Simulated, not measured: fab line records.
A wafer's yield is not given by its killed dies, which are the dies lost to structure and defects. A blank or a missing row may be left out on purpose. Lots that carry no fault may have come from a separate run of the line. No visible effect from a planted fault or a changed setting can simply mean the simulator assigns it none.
Split-lot experiment ; flow berkeley-cmos170 ; route with 331 steps; 5 lots, 27 wafers read

## ABOUT THE SPLIT
At UCB170_ACTIVE_ETCH_15 (etches Si3N4 in CH3F/Ar/O2, stops on SiO2, target depth 242 nm, time 151 s), the setting target-depth-a was moved away from the recipe's 2420 angstrom on 6 of the 27 wafers read, by -32.8% to -26.1%. For the rest of the wafers, this setting stayed at what the recipe calls for.

The reading comes from the split's own step.

## THE READING
KrF_of_ACTIVE_COAT_08.thk-nm (the simulator's own value, which no gauge read), in nm, at UCB170_ACTIVE_ETCH_15 (etches Si3N4 in CH3F/Ar/O2, stops on SiO2, target depth 242 nm, time 151 s). The file does not state a usual value for it. Here, 21 wafers ran the recipe; their average is 727.1 nm with a standard deviation of 3.5 nm.

wafer;tool, chamber at the split;target-depth-a as run, angstrom;against the recipe;KrF_of_ACTIVE_COAT_08.thk-nm, nm;against lot-mates on the recipe
L074.1;rie-diel-03, 1;2420;recipe;723.7;-
L074.2;rie-diel-03, 3;2420;recipe;728.7;-
L074.3;rie-diel-03, 0;2420;recipe;729.6;-
L074.4;rie-diel-03, 2;2420;recipe;730.1;-
L074.5;rie-diel-03, 1;2420;recipe;723;-
L074.6;rie-diel-03, 0;2420;recipe;728;-
L077.2;rie-diel-03, 1;2420;recipe;725.3;-
L077.4;rie-diel-03, 0;2420;recipe;725.5;-
L077.5;rie-diel-03, 2;2420;recipe;723.6;-
L079.1;rie-diel-03, 3;2420;recipe;732.2;-
L079.2;rie-diel-03, 0;2420;recipe;728.8;-
L079.3;rie-diel-03, 2;2420;recipe;732.2;-
L079.4;rie-diel-03, 1;2420;recipe;727.1;-
L079.5;rie-diel-03, 2;2420;recipe;728.5;-
L079.6;rie-diel-03, 3;2420;recipe;734.1;-
L081.1;rie-diel-01, 2;1626;-32.8%;778.5;+53.7
L081.2;rie-diel-01, 3;2420;recipe;725;-
L081.3;rie-diel-01, 0;1626;-32.8%;778.1;+53.3
L081.4;rie-diel-01, 1;2420;recipe;719.8;-
L081.5;rie-diel-01, 2;2420;recipe;729.6;-
L081.6;rie-diel-01, 1;1626;-32.8%;773.1;+48.3
L083.1;rie-diel-02, 1;2420;recipe;727.1;-
L083.2;rie-diel-02, 0;2420;recipe;722.7;-
L083.3;rie-diel-02, 2;2420;recipe;725;-
L083.4;rie-diel-02, 3;1789;-26.1%;768.4;+43.5
L083.5;rie-diel-02, 3;1789;-26.1%;770.1;+45.2
L083.6;rie-diel-02, 0;1789;-26.1%;766.6;+41.7

FIT RESULTS
A straight line over all 27 wafers: KrF_of_ACTIVE_COAT_08.thk-nm changes by -1.53 nm for each +1% of target-depth-a; r = -0.99; the points scatter about the line by 3.4 nm.
The same after taking each lot's own level away (the mean of its wafers on the recipe; 27 wafers): -1.61 nm for each +1%; r = -0.99; scatter 2.7 nm.
On that fit, the largest move of target-depth-a shifts the reading by 53 nm.
From 724.80 to 730.48 nm: that is the span of the lots' own levels, equal to 1.6 times the standard deviation above.
The two slopes are in agreement: the lot-to-lot level therefore moves the slope only a little.
Check: +52.7 nm against its lot-mates is what the line predicts for one of the wafers moved furthest among these (-32.8%) when that wafer is left out of the fit. It came out at +53.7 nm against them.

## THE WHOLE CHAIN: every reading that the file lists as answering this split, in the file's order
step;what it does;reading;change (the file's fit);r (the file's)
UCB170_ACTIVE_ETCH_15;etches Si3N4 in CH3F/Ar/O2, stops on SiO2, target depth 242 nm, time 151 s;etch.depth-nm (the simulator's own value, which no gauge read);+1.72 nm for each +1% of the setting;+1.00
UCB170_ACTIVE_ETCH_15;etches Si3N4 in CH3F/Ar/O2, stops on SiO2, target depth 242 nm, time 151 s;KrF_of_ACTIVE_COAT_08.thk-nm (the simulator's own value, which no gauge read);-1.61 nm for each +1% of the setting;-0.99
UCB170_ACTIVE_STRIP_16;strips in O2;strip-time-to-endpoint-s;withheld for each +1% of the setting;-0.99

## THE FILE'S OWN FIT
KrF_of_ACTIVE_COAT_08.thk-nm changes by -1.61 nm for each +1% of target-depth-a, r = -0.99.
